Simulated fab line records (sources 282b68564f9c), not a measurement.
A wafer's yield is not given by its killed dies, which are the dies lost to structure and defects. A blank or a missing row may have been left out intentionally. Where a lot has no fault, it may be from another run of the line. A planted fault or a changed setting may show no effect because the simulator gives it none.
Struck lot and sound lot, side by side | flow rit_cmos | 25 out of 202 route steps
Sound: these wafers, L248.1, L248.2, L248.6. The struck wafers were L260.3, L260.4, L260.6. The cause is named last.
For every step that has rows: the tool of each side, followed by ch and its chambers, followed by its first start. Under that, the readings that differ: sound wafers | struck wafers | difference of the means | sigmas: that difference in standard deviations of wafers without a fault.
alike: same words and numbers on both sides, and readings whose means sit less than 2 such deviations apart. not compared: any withheld reading, any reading some wafer has no value for, any bound like >300 that may hide the same value, and any number with overlapping values for which the record gives no deviation.
A row with sigmas, a row that says differs or no value, or rows on one side alone: a step with any of these is where the two part. Non-overlapping numbers with no deviation appear without sigmas and do not part them. A reading missing from all wafers of one side parts the sides only when that side holds two or more wafers.

first, 1 step without rows for these wafers: RIT_PRETRO_IMPLANT_08.
RIT_PRETRO_STRIP_09: strips in O2, time 180 s.
  sound on plasma_asher-04 ch 0,1, day 2 07:46; struck on plasma_asher-04 ch 0,1, day 4 19:16
  alike: drypump_motor_current_A
  not compared: rf_hours_counter_h
RIT_PRETRO_TW_MEAS_10:
  sound on film_metro-04 at day 2 07:57; struck on film_metro-04 at day 4 19:25
  alike: PRETRO_TW
then, 5 steps without rows for these wafers: RIT_GATE_WET_ETCH_00 (etches SiO2 in BOE, target depth 56 nm, time 60 s); RIT_GATE_CLEAN_01 (cleans in SC1, time 600 s); RIT_GATE_CLEAN_02 (cleans in dHF, time 30 s); RIT_GATE_CLEAN_03 (cleans in SC2, time 600 s); RIT_GATE_CLEAN_04 (cleans in dHF, time 60 s).
RIT_FOX2_THK_MEAS_91:
  sound on film_metro-04 at day 2 08:25; struck on film_metro-04 at day 4 19:54
  alike: FIELD_OXIDE_LEFT_2_THK
then, 2 steps without rows for these wafers: RIT_GATE_OXIDATION_05 (target thk 3 nm, ox time 270 s); RIT_GATE_ANNEAL_06 (time 600 s).
RIT_GATE_THK_MEAS_07:
  sound on film_metro-01 at day 2 13:08; struck on film_metro-01 at day 4 21:24
  alike: GATE_OXIDE_THK
RIT_GATE_CVD_08: deposits poly-Si from SiH4, target thk 250 nm, time 2314 s.
  sound on lpcvd-01 ch 1, day 2 13:11; struck on lpcvd-02 ch 1, day 4 21:26
  reading                                  | sound             | struck            | difference | sigmas
  model.poly-Si_of_GATE_CVD_08.thk_nm (nm) | 258.9 262.3 259.3 | 350.3 352.2 348.9 | +90.3      |
  alike: spike_tc_centre_C, zone_power_source_pct
RIT_GATE_THK_MEAS_09:
  sound on film_metro-03 at day 2 14:49; struck on film_metro-04 at day 4 23:18
  reading            | sound             | struck            | difference | sigmas
  GATE_POLY_THK (nm) | 259.1 262.2 259.3 | 350.2 352.7 348.9 | +90.4      | +36
  not compared: hold
then, 5 steps without rows for these wafers: RIT_GATE_COAT_11 (resist thk 850 nm); RIT_GATE_SOFTBAKE_12 (time 60 s); RIT_GATE_EXPOSE_13 (exposes mask M6, target cd 150 nm); RIT_GATE_PEB_14; RIT_GATE_DEVELOP_15 (develop time 50 s).
RIT_GATE_CD_MEAS_16: the cd target is 150 nm.
  sound on cd_sem-02 at day 2 15:43; struck on cd_sem-02 at day 5 04:45
  alike: cd_nm
RIT_GATE_OVL_MEAS_17:
  sound on overlay-01 at day 2 15:50; struck on overlay-02 at day 5 04:50
  alike: GATE_OVL
then, 1 step without rows for these wafers: RIT_GATE_HARDBAKE_18 (time 60 s).
RIT_GATE_ETCH_19: etches poly-Si in SF6/CHF3/O2, stops on SiO2, time 165 s, target depth 312.5 nm.
  sound on rie_si-02 ch 1,3, day 2 16:02; struck on rie_si-02 ch 0,3, day 5 05:03
  reading                          | sound             | struck            | difference | sigmas
  oes_product_au (a.u.)            | 0.853 0.873 0.846 | 1.000 0.986 1.004 | +0.139     | +11
  model.GATE.feature_depth_nm (nm) | 258.9 262.3 259.3 | 312.9 313.6 314.8 | +53.6      |
  model.etch.depth_nm (nm)         | 258.9 262.3 259.3 | 312.9 313.6 314.8 | +53.6      |
  alike: drypump_motor_current_A, throttle_valve_pct
  not compared: rf_hours_counter_h
RIT_GATE_STRIP_20: strips in O2, time 180 s.
  sound on plasma_asher-01 ch 0,1, day 2 16:08; struck on plasma_asher-02 ch 0,1, day 5 05:13
  reading                                  | sound             | struck            | difference | sigmas
  model.poly-Si_of_GATE_CVD_08.thk_nm (nm) | 258.4 261.7 258.7 | 349.8 351.6 348.4 | +90.3      |
  alike: drypump_motor_current_A
  not compared: rf_hours_counter_h
RIT_GATE_CD_MEAS_90: the cd target is 150 nm.
  sound on cd_sem-02 at day 2 16:19; struck on cd_sem-01 at day 5 05:29
  alike: cd_nm

== WHERE THEY PART ==
First at RIT_GATE_THK_MEAS_09; last, within this record, at RIT_GATE_ETCH_19. Later steps at which nothing parts them and some readings are alike: RIT_GATE_STRIP_20, RIT_GATE_CD_MEAS_90.

WHY: what the simulator had put in
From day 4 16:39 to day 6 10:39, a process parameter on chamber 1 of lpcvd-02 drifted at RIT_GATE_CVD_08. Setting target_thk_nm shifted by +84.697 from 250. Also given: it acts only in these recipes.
